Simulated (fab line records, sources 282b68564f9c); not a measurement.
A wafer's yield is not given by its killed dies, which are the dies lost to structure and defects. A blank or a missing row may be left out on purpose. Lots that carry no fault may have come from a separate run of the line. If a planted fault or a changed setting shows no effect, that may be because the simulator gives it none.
Chamber matching ; flow rit-cmos ; RIT_CONTACT_CVD_00 on pecvd-04: 3 sister chambers
The step deposits SiO2 from TEOS, target thk 400 nm, time 61 s. 3 wafers are shown with their chamber, then 7 later ones without.

## WAFERS PAIRED WITH THEIR CHAMBERS
wafer;chamber;heater-power-w (W)
L111.1;1;317
L123.4;2;381
L126.4;0;362

## WAFERS MISSING THEIR CHAMBER
wafer;heater-power-w (W)
L126.5;305
L128.1;354
L128.2;272
L128.6;357
L131.1;282
L131.2;342
L131.6;293

## EACH ONE'S CHAMBER
wafer;from the rows above;in truth
L126.5;can't be placed: 1 or 0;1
L128.1;can't be placed: 0 or 2 or 1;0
L128.2;can't be placed: 1 or 0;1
L128.6;can't be placed: 0 or 2 or 1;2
L131.1;can't be placed: 1 or 0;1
L131.2;can't be placed: 0 or 1 or 2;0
L131.6;can't be placed: 1 or 0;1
Correctly placed: 0 of 7. From these rows, 7 cannot be placed; in 7 the true chamber is one of the candidates. 0 placed wrongly.
How it was worked out, from the rows above alone: a wafer's distance from a chamber is the root of the sum, over the readings, of the square of ((its reading less the chamber's mean) divided by the reading's scatter). If the next closest chamber is less than 2 further off than the closest, the wafer can't be placed; otherwise it belongs to the closest. Each chamber's mean is taken over the wafers shown for it. The scatter (one wafer shown for each chamber): square how far every hidden wafer sits from the nearest shown wafer, average those squares and take the square root.
